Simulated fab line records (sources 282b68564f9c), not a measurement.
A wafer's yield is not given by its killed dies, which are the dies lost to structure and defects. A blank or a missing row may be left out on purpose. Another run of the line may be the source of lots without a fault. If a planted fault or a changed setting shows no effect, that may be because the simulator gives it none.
fab line records | flow rit-cmos
[record] lots = 15 | wafers = 45 | last-day = 7
route steps=202 shown FOX2@80 REOX@101 NLDD@113 CONTACT@177 M1@202
lots untouched by any fault: they come from a run of this same line in which no faults occurred
start-h: hours from the record's first day to the start of the lot's first wafer shown | wait-h: hours since the lot's step before | " unchanged from the row above | L1.1+2: several wafers, shown together as one row | - no value present, or no start provided | * or withheld: withheld | < > ~ a bound
route shown NAME@n: names a module that has steps shown in the file, with the first one's number in the route | usual: the fault-free wafers' mean and standard deviation | same: alike in all rows | chamber/n: place in a boat | sites: per-site readings | _std_site: the standard deviation of these | _edge_site: outer sites' mean less inner sites' | radius-mm: how far each site lies from the wafer's centre | mask NAME#n: copy n | behind: tool/chamber where the wafer was last shaped | hold: cause of the lot's hold/its duration in hours/its outcome | device: whichever transistor did not switch (one of n, p or np) | end of line: at the end of the route, the tests of the same wafers | step lacking rows: just its recipe | killed: count of dies lost to structure and defects at first sort (not the wafer's yield) | map: the dies of a wafer, with x for killed, . for not killed, _ for no die there
set.NAME: the setting that was run; set.NAME@STEP: the one run at that earlier step | model.NAME: the simulator's own value behind a step, which no gauge read
a sample of lots followed through the steps of the route, with each step as a table and each wafer as a row
services: when a tool's chamber went out of use (start-h, in hours from the record's first day, below 0 if earlier), for how many hours, and the reason
[[steps]]
[step RIT_FOX2_THK_MEAS_91]
[recipe] reads = SiO2_of_FOX2_OXIDATION_00
[usual] FIELD_OXIDE_LEFT_2_THK = 255/7.2
lot.wafer | tool          | chamber | start-h | wait-h | FIELD_OXIDE_LEFT_2_THK[nm]
L906.3    | film-metro-03 | -       | 31.87   | 0.0    | 253
L906.4    | "             | -       | "       | "      | 253
L906.6    | "             | -       | "       | "      | 245
L907.1    | film-metro-01 | -       | 37.04   | 0.0    | 249
L907.3    | "             | -       | "       | "      | 250
L907.6    | "             | -       | "       | "      | 249
L908.1    | film-metro-04 | -       | 42.53   | 0.0    | 260
L908.2    | "             | -       | "       | "      | 263
L908.6    | "             | -       | "       | "      | 262
L909.2    | film-metro-04 | -       | 48.29   | 0.0    | 260
L909.3    | "             | -       | "       | "      | 262
L909.5    | "             | -       | "       | "      | 263
L910.1    | film-metro-03 | -       | 52.45   | 0.0    | 263
L910.4    | "             | -       | "       | "      | 259
L910.6    | "             | -       | "       | "      | 264
L912.2    | film-metro-01 | -       | 61.56   | 0.0    | 263
L912.5    | "             | -       | "       | "      | 260
L912.6    | "             | -       | "       | "      | 261
L914.1    | film-metro-03 | -       | 72.76   | 0.0    | 257
L914.2    | "             | -       | "       | "      | 249
L914.4    | "             | -       | "       | "      | 255
L920.1    | film-metro-03 | -       | 102.57  | 0.0    | 261
L920.2    | "             | -       | "       | "      | 256
L920.5    | "             | -       | "       | "      | 260
L921.3    | film-metro-03 | -       | 106.64  | 0.0    | 266
L921.4    | "             | -       | "       | "      | 264
L921.5    | "             | -       | "       | "      | 272
L922.3    | film-metro-01 | -       | 113.50  | 0.0    | 270
L922.4    | "             | -       | "       | "      | 266
L922.5    | "             | -       | "       | "      | 266
L923.2    | film-metro-03 | -       | 117.39  | 0.0    | 258
L923.4    | "             | -       | "       | "      | 255
L923.6    | "             | -       | "       | "      | 257
L924.3    | film-metro-04 | -       | 122.74  | 0.0    | 261
L924.5    | "             | -       | "       | "      | 253
L924.6    | "             | -       | "       | "      | 253
L925.1    | film-metro-03 | -       | 127.75  | 0.0    | 256
L925.4    | "             | -       | "       | "      | 247
L925.6    | "             | -       | "       | "      | 249
L926.1    | film-metro-03 | -       | 133.20  | 0.0    | 243
L926.2    | "             | -       | "       | "      | 242
L926.4    | "             | -       | "       | "      | 241
L928.2    | film-metro-01 | -       | 144.96  | 0.0    | 247
L928.3    | "             | -       | "       | "      | 244
L928.6    | "             | -       | "       | "      | 253
[step RIT_REOX_OXIDATION_03]
[recipe] temp-c = 900 | ambient = O2 | target-thk-a = 252 | ox-time-s = 5580
[usual] tube-center-temp-C = 900.01/0.077
lot.wafer | tool       | chamber | start-h | wait-h | tube-center-temp-C
L906.3    | furnace-03 | 0       | 37.09   | 0.0    | 899.96
L906.4    | "          | 0       | "       | "      | 899.97
L906.6    | "          | 0       | "       | "      | 900.19
L907.1    | furnace-04 | 0       | 42.13   | 0.0    | 900.08
L907.3    | "          | 0       | "       | "      | 900.02
L907.6    | "          | 0       | "       | "      | 900.14
L907.1    | furnace-03 | 0       | 48.40   | 3.7    | 899.9
L907.3    | "          | 0       | "       | "      | 899.75
L907.6    | "          | 0       | "       | "      | 900.05
L908.1    | furnace-03 | 0       | 48.40   | 0.7    | 900.05
L908.2    | "          | 0       | "       | "      | 899.92
L908.6    | "          | 0       | "       | "      | 900
L909.2    | furnace-04 | 0       | 54.27   | 0.0    | 900.02
L909.3    | "          | 0       | "       | "      | 899.98
L909.5    | "          | 0       | "       | "      | 900.07
L909.2    | furnace-04 | 0       | 57.07   | 0.2    | 899.97
L909.3    | "          | 0       | "       | "      | 900.07
L909.5    | "          | 0       | "       | "      | 899.91
L910.1    | furnace-04 | 0       | 61.40   | 0.7    | 900.05
L910.4    | "          | 0       | "       | "      | 900.01
L910.6    | "          | 0       | "       | "      | 899.98
L912.2    | furnace-02 | 0       | 66.79   | 0.0    | 899.97
L912.5    | "          | 0       | "       | "      | 899.87
L912.6    | "          | 0       | "       | "      | 899.95
L914.1    | furnace-04 | 0       | 78.74   | 0.0    | 900.12
L914.2    | "          | 0       | "       | "      | 900.14
L914.4    | "          | 0       | "       | "      | 899.98
L914.1    | furnace-02 | 0       | 82.19   | 0.9    | 900.02
L914.2    | "          | 0       | "       | "      | 899.99
L914.4    | "          | 0       | "       | "      | 899.97
L920.1    | furnace-03 | 0       | 107.63  | 0.0    | 900.04
L920.2    | "          | 0       | "       | "      | 899.95
L920.5    | "          | 0       | "       | "      | 899.78
L921.3    | furnace-03 | 0       | 113.70  | 0.1    | 900.01
L921.4    | "          | 0       | "       | "      | 899.95
L921.5    | "          | 0       | "       | "      | 900.04
L922.3    | furnace-03 | 0       | 120.53  | 0.0    | 900.06
L922.4    | "          | 0       | "       | "      | 900
L922.5    | "          | 0       | "       | "      | 900.02
L923.2    | furnace-02 | 0       | 123.97  | 0.3    | 900
L923.4    | "          | 0       | "       | "      | 899.93
L923.6    | "          | 0       | "       | "      | 900.09
L924.3    | furnace-04 | 0       | 131.08  | 0.0    | 900.04
L924.5    | "          | 0       | "       | "      | 900.07
L924.6    | "          | 0       | "       | "      | 899.98
L925.1    | furnace-02 | 0       | 137.05  | 1.1    | 899.85
L925.4    | "          | 0       | "       | "      | 900.02
L925.6    | "          | 0       | "       | "      | 900.05
L926.1    | furnace-02 | 0       | 140.98  | 0.0    | 900.12
L926.2    | "          | 0       | "       | "      | 900.09
L926.4    | "          | 0       | "       | "      | 900.15
L928.2    | furnace-02 | 0       | 152.05  | 1.0    | 899.85
L928.3    | "          | 0       | "       | "      | 899.99
L928.6    | "          | 0       | "       | "      | 900.13
[step RIT_REOX_THK_MEAS_04]
[recipe] reads = SiO2_of_REOX_OXIDATION_03
[usual] REOX_OXIDE_THK = 25.3/0.51
lot.wafer | tool          | chamber | start-h | wait-h | REOX_OXIDE_THK[nm]
L906.3    | film-metro-04 | -       | 39.66   | 0.0    | 25.6
L906.4    | "             | -       | "       | "      | 26.0
L906.6    | "             | -       | "       | "      | 25.4
L908.1    | film-metro-01 | -       | 50.95   | 0.0    | 25.7
L908.2    | "             | -       | "       | "      | 25.8
L908.6    | "             | -       | "       | "      | 25.2
L907.1    | film-metro-01 | -       | 51.01   | 0.1    | 40.1
L907.3    | "             | -       | "       | "      | 39.9
L907.6    | "             | -       | "       | "      | 39.8
L909.2    | film-metro-01 | -       | 59.63   | 0.0    | 40.4
L909.3    | "             | -       | "       | "      | 40.1
L909.5    | "             | -       | "       | "      | 40.5
L910.1    | film-metro-02 | -       | 63.95   | 0.0    | 25.5
L910.4    | "             | -       | "       | "      | 25.6
L910.6    | "             | -       | "       | "      | 25.5
L912.2    | film-metro-04 | -       | 69.35   | 0.0    | 24.7
L912.5    | "             | -       | "       | "      | 24.7
L912.6    | "             | -       | "       | "      | 24.5
L914.1    | film-metro-04 | -       | 84.74   | 0.0    | 40.1
L914.2    | "             | -       | "       | "      | 38.9
L914.4    | "             | -       | "       | "      | 40.1
L920.1    | film-metro-04 | -       | 110.18  | 0.0    | 25.5
L920.2    | "             | -       | "       | "      | 25.6
L920.5    | "             | -       | "       | "      | 25.2
L921.3    | film-metro-01 | -       | 116.27  | 0.0    | 24.9
L921.4    | "             | -       | "       | "      | 25.3
L921.5    | "             | -       | "       | "      | 25.2
L922.3    | film-metro-01 | -       | 123.10  | 0.0    | 25.2
L922.4    | "             | -       | "       | "      | 25.3
L922.5    | "             | -       | "       | "      | 25.1
L923.2    | film-metro-04 | -       | 126.53  | 0.0    | 24.9
L923.4    | "             | -       | "       | "      | 24.6
L923.6    | "             | -       | "       | "      | 24.7
L924.3    | film-metro-04 | -       | 133.65  | 0.0    | 25.2
L924.5    | "             | -       | "       | "      | 25.1
L924.6    | "             | -       | "       | "      | 25.1
L925.1    | film-metro-02 | -       | 139.60  | 0.0    | 25.4
L925.4    | "             | -       | "       | "      | 25.4
L925.6    | "             | -       | "       | "      | 25.1
L926.1    | film-metro-01 | -       | 143.53  | 0.0    | 25.5
L926.2    | "             | -       | "       | "      | 25.7
L926.4    | "             | -       | "       | "      | 25.3
L928.2    | film-metro-04 | -       | 154.61  | 0.0    | 26.2
L928.3    | "             | -       | "       | "      | 26.5
L928.6    | "             | -       | "       | "      | 26.3
[step RIT_NLDD_TW_MEAS_10]
[usual] NLDD_TW = 2478/14
lot.wafer | tool          | chamber | start-h | wait-h | NLDD_TW
L906.3    | film-metro-02 | -       | 41.09   | 0.1    | 2494
L906.4    | "             | -       | "       | "      | 2493
L906.6    | "             | -       | "       | "      | 2506
L908.1    | film-metro-02 | -       | 52.50   | 0.1    | 2496
L908.2    | "             | -       | "       | "      | 2495
L908.6    | "             | -       | "       | "      | 2474
L907.1    | film-metro-01 | -       | 52.60   | 0.1    | 2467
L907.3    | "             | -       | "       | "      | 2457
L907.6    | "             | -       | "       | "      | 2467
L909.2    | film-metro-01 | -       | 61.35   | 0.1    | 2470
L909.3    | "             | -       | "       | "      | 2465
L909.5    | "             | -       | "       | "      | 2453
L910.1    | film-metro-02 | -       | 65.37   | 0.1    | 2499
L910.4    | "             | -       | "       | "      | 2480
L910.6    | "             | -       | "       | "      | 2488
L912.2    | film-metro-02 | -       | 70.90   | 0.1    | 2497
L912.5    | "             | -       | "       | "      | 2496
L912.6    | "             | -       | "       | "      | 2494
L914.1    | film-metro-02 | -       | 87.03   | 0.1    | 2482
L914.2    | "             | -       | "       | "      | 2487
L914.4    | "             | -       | "       | "      | 2499
L920.1    | film-metro-01 | -       | 111.69  | 0.1    | 2461
L920.2    | "             | -       | "       | "      | 2469
L920.5    | "             | -       | "       | "      | 2480
L921.3    | film-metro-01 | -       | 117.69  | 0.1    | 2469
L921.4    | "             | -       | "       | "      | 2476
L921.5    | "             | -       | "       | "      | 2467
L922.3    | film-metro-03 | -       | 124.52  | 0.1    | 2470
L922.4    | "             | -       | "       | "      | 2459
L922.5    | "             | -       | "       | "      | 2455
L923.2    | film-metro-03 | -       | 128.08  | 0.1    | 2459
L923.4    | "             | -       | "       | "      | 2473
L923.6    | "             | -       | "       | "      | 2472
L924.3    | film-metro-01 | -       | 135.20  | 0.1    | 2478
L924.5    | "             | -       | "       | "      | 2476
L924.6    | "             | -       | "       | "      | 2488
L925.1    | film-metro-02 | -       | 141.15  | 0.1    | 2501
L925.4    | "             | -       | "       | "      | 2506
L925.6    | "             | -       | "       | "      | 2496
L926.1    | film-metro-02 | -       | 145.11  | 0.1    | 2495
L926.2    | "             | -       | "       | "      | 2469
L926.4    | "             | -       | "       | "      | 2494
L928.2    | film-metro-02 | -       | 156.16  | 0.1    | 2481
L928.3    | "             | -       | "       | "      | 2493
L928.6    | "             | -       | "       | "      | 2484
[step RIT_CONTACT_OVL_MEAS_09]
[usual] CONTACT_OVL = 0.6/1.7
lot.wafer | tool       | chamber | start-h | wait-h | CONTACT_OVL[nm]
L906.3    | overlay-02 | -       | 50.99   | 0.1    | 2.3
L906.4    | "          | -       | "       | "      | 3.5
L906.6    | "          | -       | "       | "      | 2.4
L908.1    | overlay-02 | -       | 63.25   | 0.1    | 1.5
L908.2    | "          | -       | "       | "      | 0.8
L908.6    | "          | -       | "       | "      | 0.1
L907.1    | overlay-02 | -       | 63.39   | 0.1    | 2.2
L907.3    | "          | -       | "       | "      | 2.4
L907.6    | "          | -       | "       | "      | 3.1
L909.2    | overlay-01 | -       | 72.80   | 0.1    | -0.6
L909.3    | "          | -       | "       | "      | -1.0
L909.5    | "          | -       | "       | "      | -1.3
L910.1    | overlay-02 | -       | 75.37   | 0.1    | 1.8
L910.4    | "          | -       | "       | "      | 2.7
L910.6    | "          | -       | "       | "      | 1.6
L912.2    | overlay-02 | -       | 80.68   | 0.1    | 0.5
L912.5    | "          | -       | "       | "      | -0.2
L912.6    | "          | -       | "       | "      | -1.2
L914.1    | overlay-02 | -       | 97.76   | 0.1    | -0.1
L914.2    | "          | -       | "       | "      | -1.3
L914.4    | "          | -       | "       | "      | 0.0
L920.1    | overlay-01 | -       | 122.64  | 0.1    | -0.3
L920.2    | "          | -       | "       | "      | 2.2
L920.5    | "          | -       | "       | "      | 0.3
L921.3    | overlay-02 | -       | 130.38  | 0.1    | -0.5
L921.4    | "          | -       | "       | "      | 0.7
L921.5    | "          | -       | "       | "      | -0.5
L922.3    | overlay-01 | -       | 136.95  | 0.1    | 3.3
L922.4    | "          | -       | "       | "      | 5.3
L922.5    | "          | -       | "       | "      | 1.8
L923.2    | overlay-01 | -       | 141.68  | 0.1    | -1.8
L923.4    | "          | -       | "       | "      | -2.0
L923.6    | "          | -       | "       | "      | -4.8
L924.3    | overlay-02 | -       | 147.02  | 0.1    | 0.7
L924.5    | "          | -       | "       | "      | -0.3
L924.6    | "          | -       | "       | "      | 0.3
L925.1    | overlay-01 | -       | 153.63  | 0.1    | 1.3
L925.4    | "          | -       | "       | "      | -0.5
L925.6    | "          | -       | "       | "      | 1.7
L926.1    | overlay-02 | -       | 156.84  | 0.1    | -0.3
L926.2    | "          | -       | "       | "      | 0.5
L926.4    | "          | -       | "       | "      | 0.2
L928.2    | overlay-01 | -       | 173.74  | 0.1    | 0.3
L928.3    | "          | -       | "       | "      | -0.5
L928.6    | "          | -       | "       | "      | -1.3
[step RIT_M1_PROBE_99]
[usual] killed_at_M0_to_M3 = 0.0/0.083 | killed-at-contacts = 0.1/0.31 | killed-at-front-end = 6.3/3 | killed-dies = 6.4/3 | killed-open = 3/1.9 | killed-short = 3.4/1.9
[same] gross-dies = 264 | killed_at_M4_up = 0 | killed-at-back-side = 0 | killed-at-other = 0
lot.wafer | tool      | chamber | start-h | wait-h | killed_at_M0_to_M3 | killed-at-contacts | killed-at-front-end | killed-dies | killed-open | killed-short
L907.1    | prober-02 | -       | 68.52   | 0.1    | 0                  | 1                  | 8                   | 9           | 3           | 6
L907.3    | prober-02 | -       | 68.62   | 0.2    | 0                  | 0                  | 15                  | 15          | 7           | 8
L907.6    | prober-02 | -       | 68.77   | 0.2    | 0                  | 0                  | 6                   | 6           | 1           | 5
L909.2    | prober-02 | -       | 78.15   | 0.1    | 0                  | 0                  | 4                   | 4           | 2           | 2
L909.3    | prober-02 | -       | 78.20   | 0.2    | 0                  | 0                  | 7                   | 7           | 4           | 3
L909.5    | prober-02 | -       | 78.30   | 0.2    | 0                  | 0                  | 8                   | 8           | 3           | 5
L914.1    | prober-01 | -       | 102.85  | 0.1    | 0                  | 0                  | 6                   | 6           | 1           | 5
L914.2    | prober-01 | -       | 102.90  | 0.1    | 0                  | 0                  | 11                  | 11          | 7           | 4
L914.4    | prober-01 | -       | 103.00  | 0.2    | 0                  | 0                  | 8                   | 8           | 3           | 5
L920.1    | prober-01 | -       | 127.88  | 0.1    | 0                  | 0                  | 2                   | 2           | 1           | 1
L920.2    | prober-01 | -       | 127.93  | 0.1    | 0                  | 1                  | 3                   | 4           | 3           | 1
L920.5    | prober-01 | -       | 128.08  | 0.2    | 0                  | 0                  | 10                  | 10          | 6           | 4
L921.3    | prober-02 | -       | 135.63  | 0.2    | 0                  | 0                  | 4                   | 4           | 3           | 1
L921.4    | prober-02 | -       | 135.68  | 0.2    | 0                  | 0                  | 3                   | 3           | 1           | 2
L921.5    | prober-02 | -       | 135.73  | 0.2    | 0                  | 0                  | 10                  | 10          | 2           | 8
L922.3    | prober-01 | -       | 142.39  | 0.2    | 0                  | 0                  | 8                   | 8           | 3           | 5
L922.4    | prober-01 | -       | 142.44  | 0.2    | 0                  | 0                  | 4                   | 4           | 3           | 1
L922.5    | prober-01 | -       | 142.49  | 0.2    | 0                  | 1                  | 5                   | 6           | 3           | 3
L923.2    | prober-02 | -       | 147.06  | 0.1    | 0                  | 0                  | 8                   | 8           | 4           | 4
L923.4    | prober-02 | -       | 147.16  | 0.2    | 0                  | 0                  | 12                  | 12          | 5           | 7
L923.6    | prober-02 | -       | 147.26  | 0.2    | 0                  | 0                  | 6                   | 6           | 1           | 5
L924.3    | prober-01 | -       | 152.73  | 0.2    | 0                  | 1                  | 5                   | 6           | 3           | 3
L924.5    | prober-01 | -       | 152.83  | 0.2    | 0                  | 0                  | 2                   | 2           | 0           | 2
L924.6    | prober-01 | -       | 152.88  | 0.2    | 0                  | 0                  | 11                  | 11          | 4           | 7
// killed by level:class
L907.1 FOX1:geometric-particle:short=2 REOX:geometric-particle:open=2 REOX:geometric-particle:short=2 GATE:geometric-particle:open=1 SPACER:geometric-particle:short=1 CONTACT:geometric-particle:short=1
L907.3 REOX:geometric-particle:open=3 REOX:geometric-particle:short=3 FOX1:geometric-particle:short=2 GATE:geometric-particle:short=2 GATE:geometric-particle:open=2 FOX1:geometric-particle:open=1 SPACER:geometric-particle:open=1 SILICIDE:geometric-particle:short=1
L907.6 REOX:geometric-particle:short=2 SPACER:geometric-particle:short=2 FOX1:geometric-particle:open=1 GATE:geometric-particle:short=1
L909.2 FOX1:geometric-particle:open=2 REOX:geometric-particle:short=1 SPACER:geometric-particle:short=1
L909.3 FOX1:geometric-particle:short=2 GATE:geometric-particle:open=2 ACTIVE:geometric-particle:open=1 FOX2:geometric-particle:open=1 FOX2:geometric-particle:short=1
L909.5 SPACER:geometric-particle:open=3 FOX1:geometric-particle:short=2 FOX2:geometric-particle:short=1 GATE:geometric-particle:short=1 SILICIDE:geometric-particle:short=1
L914.1 GATE:geometric-particle:short=2 REOX:geometric-particle:short=2 GATE:geometric-particle:open=1 SILICIDE:geometric-particle:short=1
L914.2 REOX:geometric-particle:open=4 SPACER:geometric-particle:short=2 FOX1:geometric-particle:open=1 GATE:geometric-particle:open=1 REOX:geometric-particle:short=1 SPACER:geometric-particle:open=1 SILICIDE:geometric-particle:short=1
L914.4 FOX1:geometric-particle:short=1 FOX2:geometric-particle:short=1 GATE:geometric-particle:open=1 GATE:geometric-particle:short=1 REOX:geometric-particle:open=1 REOX:geometric-particle:short=1 SILICIDE:geometric-particle:open=1 SILICIDE:geometric-particle:short=1
L920.1 FOX1:geometric-particle:open=1 SPACER:geometric-particle:short=1
L920.2 GATE:geometric-particle:open=1 SILICIDE:geometric-particle:short=1 SILICIDE:geometric-particle:open=1 CONTACT:geometric-particle:open=1
L920.5 FOX1:geometric-particle:short=2 SPACER:geometric-particle:open=2 SILICIDE:geometric-particle:open=2 FOX2:geometric-particle:open=1 REOX:geometric-particle:open=1 REOX:geometric-particle:short=1 SILICIDE:geometric-particle:short=1
L921.3 GATE:geometric-particle:open=1 GATE:geometric-particle:short=1 REOX:geometric-particle:open=1 SILICIDE:geometric-particle:open=1
L921.4 GATE:geometric-particle:short=1 REOX:geometric-particle:short=1 SPACER:geometric-particle:open=1
L921.5 GATE:geometric-particle:short=4 SPACER:geometric-particle:short=3 GATE:geometric-particle:open=2 ACTIVE:geometric-particle:short=1
L922.3 GATE:geometric-particle:short=2 REOX:geometric-particle:short=2 FOX1:geometric-particle:open=1 FOX1:geometric-particle:short=1 GATE:geometric-particle:open=1 SPACER:geometric-particle:open=1
L922.4 REOX:geometric-particle:open=2 GATE:geometric-particle:open=1 REOX:geometric-particle:short=1
L922.5 REOX:geometric-particle:open=2 GATE:geometric-particle:open=1 GATE:geometric-particle:short=1 REOX:geometric-particle:short=1 CONTACT:geometric-particle:short=1
L923.2 SILICIDE:geometric-particle:short=3 FOX1:geometric-particle:short=1 FOX1:geometric-particle:open=1 REOX:geometric-particle:open=1 SPACER:geometric-particle:open=1 SILICIDE:geometric-particle:open=1
L923.4 FOX1:geometric-particle:open=3 REOX:geometric-particle:short=3 GATE:geometric-particle:short=2 FOX1:geometric-particle:short=1 FOX2:geometric-particle:short=1 GATE:geometric-particle:open=1 SILICIDE:geometric-particle:open=1
L923.6 GATE:geometric-particle:short=4 FOX1:geometric-particle:short=1 SILICIDE:geometric-particle:open=1
L924.3 GATE:geometric-particle:open=2 GATE:geometric-particle:short=1 REOX:geometric-particle:open=1 SILICIDE:geometric-particle:short=1 CONTACT:geometric-particle:short=1
L924.5 REOX:geometric-particle:short=1 SPACER:geometric-particle:short=1
L924.6 GATE:geometric-particle:short=5 GATE:geometric-particle:open=2 SILICIDE:geometric-particle:short=2 REOX:geometric-particle:open=1 SILICIDE:geometric-particle:open=1
[[services]]
tool       | chamber | start-h | hours | kind
furnace-03 | -       | 74.78   | 3.3   | pm
furnace-02 | -       | 97.05   | 3.2   | pm
furnace-02 | -       | 132.05  | 2.5   | pm
furnace-04 | -       | 135.60  | 2.5   | pm
furnace-04 | -       | 146.11  | 9.7   | repair
[[key]]
[first-sign] step = RIT_REOX_OXIDATION_03 | reading = visit | direction = added
[effect] step = RIT_REOX_THK_MEAS_04 | reading = REOX_OXIDE_THK | direction = up | sigmas = 29 | usual = 25.3 | struck = 40.0
met-at RIT_REOX_OXIDATION_03
struck-lots L907,L909,L914
tester-left-out L907,L909,L914
not-acting-at RIT_FOX2_THK_MEAS_91,RIT_NLDD_TW_MEAS_10,RIT_CONTACT_OVL_MEAS_09
[fault] kind = repeated-step-whole | tool = furnace-02,furnace-03,furnace-04 | chamber = - | onset-h = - | steps = RIT_REOX_OXIDATION_03 | times = 1 | scope = struck-lots-only
// tester-left-out: of these lots the tester's yield and bins aren't shown, on N5 and GAA mostly nor the transistor test; their killed dies are dies lost to structure and defects alone, not to doping, threshold or leakage, so they don't give the yield
